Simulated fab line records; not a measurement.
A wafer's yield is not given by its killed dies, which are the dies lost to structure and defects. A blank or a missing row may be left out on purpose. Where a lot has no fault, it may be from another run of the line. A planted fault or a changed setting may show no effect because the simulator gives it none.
Which tool is to blame? :: flow rit_cmos :: 12 lots with 36 wafers sampled at 2 steps, on a route of 202 steps

== WHAT THE GAUGES SHOWED, per wafer ==
Not one reading of a measure or inspect step in the record can be checked against a usual standard deviation.

== WHICH TOOL RAN EACH LOT (tool, then ch and the chambers of the sampled wafers, then the start) ==
lot: L431
RIT_GATE_ETCH_19: rie_si-02 ch 0,1,2, day 2 16:20
RIT_M1_PROBE_99: -

lot: L432
RIT_GATE_ETCH_19: rie_si-01 ch 0,2,3, day 2 21:19
RIT_M1_PROBE_99: -

lot: L433
RIT_GATE_ETCH_19: rie_si-02 ch 1,2,3, day 3 00:11
RIT_M1_PROBE_99: -

lot: L434
RIT_GATE_ETCH_19: rie_si-01 ch 0,1,3, day 3 08:01
RIT_M1_PROBE_99: -

lot: L440
RIT_GATE_ETCH_19: rie_si-01 ch 1,2, day 4 14:36
RIT_M1_PROBE_99: prober-01, day 5 11:05

lot: L441
RIT_GATE_ETCH_19: rie_si-02 ch 0,1,2, day 4 19:07
RIT_M1_PROBE_99: -

lot: L442
RIT_GATE_ETCH_19: rie_si-02 ch 0,3, day 5 04:26
RIT_M1_PROBE_99: -

lot: L445
RIT_GATE_ETCH_19: rie_si-02 ch 0,2,3, day 5 17:46
RIT_M1_PROBE_99: -

lot: L447
RIT_GATE_ETCH_19: rie_si-02 ch 1,2,3, day 6 01:04
RIT_M1_PROBE_99: -

lot: L449
RIT_GATE_ETCH_19: rie_si-02 ch 0,1,3, day 6 12:18
RIT_M1_PROBE_99: prober-02, day 7 08:44

lot: L451
RIT_GATE_ETCH_19: rie_si-02 ch 1,2, day 6 22:25
RIT_M1_PROBE_99: -

lot: L453
RIT_GATE_ETCH_19: rie_si-02 ch 1,2, day 7 05:05
RIT_M1_PROBE_99: -
- RIT_GATE_ETCH_19: etches poly-Si in SF6/CHF3/O2, stops on SiO2, time 165 s, target depth 312.5 nm.
- RIT_M1_PROBE_99

== AS READ BY THE TOOLS THEMSELVES (means over the sampled wafers that have a number; for cases with no such wafer, the mark the record gives instead) ==
RIT_GATE_ETCH_19.
lot: L431
tool: rie_si-02
drypump_motor_current_A (A): 6.1
oes_product_au (a.u.): 0.865
throttle_valve_pct (%): 10.24

lot: L432
tool: rie_si-01
drypump_motor_current_A (A): 5.7
oes_product_au (a.u.): 0.853
throttle_valve_pct (%): 10.31

lot: L433
tool: rie_si-02
drypump_motor_current_A (A): 5.8
oes_product_au (a.u.): 0.857
throttle_valve_pct (%): 10.34

lot: L434
tool: rie_si-01
drypump_motor_current_A (A): 5.8
oes_product_au (a.u.): 0.845
throttle_valve_pct (%): 10.24

lot: L440
tool: rie_si-01
drypump_motor_current_A (A): 6.0
oes_product_au (a.u.): 0.857
throttle_valve_pct (%): 10.29

lot: L441
tool: rie_si-02
drypump_motor_current_A (A): 6.1
oes_product_au (a.u.): 0.852
throttle_valve_pct (%): 10.24

lot: L442
tool: rie_si-02
drypump_motor_current_A (A): 6.4
oes_product_au (a.u.): 0.856
throttle_valve_pct (%): 10.10

lot: L445
tool: rie_si-02
drypump_motor_current_A (A): 6.1
oes_product_au (a.u.): 0.851
throttle_valve_pct (%): 10.19

lot: L447
tool: rie_si-02
drypump_motor_current_A (A): 5.8
oes_product_au (a.u.): 0.847
throttle_valve_pct (%): 10.34

lot: L449
tool: rie_si-02
drypump_motor_current_A (A): 6.1
oes_product_au (a.u.): 0.845
throttle_valve_pct (%): 10.24

lot: L451
tool: rie_si-02
drypump_motor_current_A (A): 5.8
oes_product_au (a.u.): 0.859
throttle_valve_pct (%): 10.33

lot: L453
tool: rie_si-02
drypump_motor_current_A (A): 5.8
oes_product_au (a.u.): 0.861
throttle_valve_pct (%): 10.34

RIT_M1_PROBE_99.
lot: L440
tool: prober-01
killed_at_M0_to_M3: 0.0
killed_at_contacts: 0.0
killed_at_front_end: 25
killed_dies: 25
killed_on_rim: 7.7
killed_open: 5.7
killed_short: 4.7

lot: L449
tool: prober-02
killed_at_M0_to_M3: 0.0
killed_at_contacts: 0.0
killed_at_front_end: 3
killed_dies: 3
killed_on_rim: 0.3
killed_open: 1.0
killed_short: 2.0

== THE ANSWER, worked out from the rows above alone ==
Rule: the usual values come from the lots themselves. The widest of any qualifying gaps counts: lots, ordered by their means at a reading, are off when they make up no more than a third of the lots, leave a main group of 4 or more, and stand apart from it by 3 or more times the standard deviation of that group's means. Not used: any main group whose means are identical at the precision the tables above print for the reading. Also off: a lot with no number at a reading for which 4 or more lots have one. The other lots that the step has rows for count as sound. After the gauges, taken in route order, come the tools' own readings; for these a lot's mean is taken, as printed above. At the first step where some lot is off, the reading lying furthest off is the one used; lots without a number count as furthest.
Nothing can be told from this: no lot is off at any reading shown.

== WHAT THE SIMULATOR PUT IN ==
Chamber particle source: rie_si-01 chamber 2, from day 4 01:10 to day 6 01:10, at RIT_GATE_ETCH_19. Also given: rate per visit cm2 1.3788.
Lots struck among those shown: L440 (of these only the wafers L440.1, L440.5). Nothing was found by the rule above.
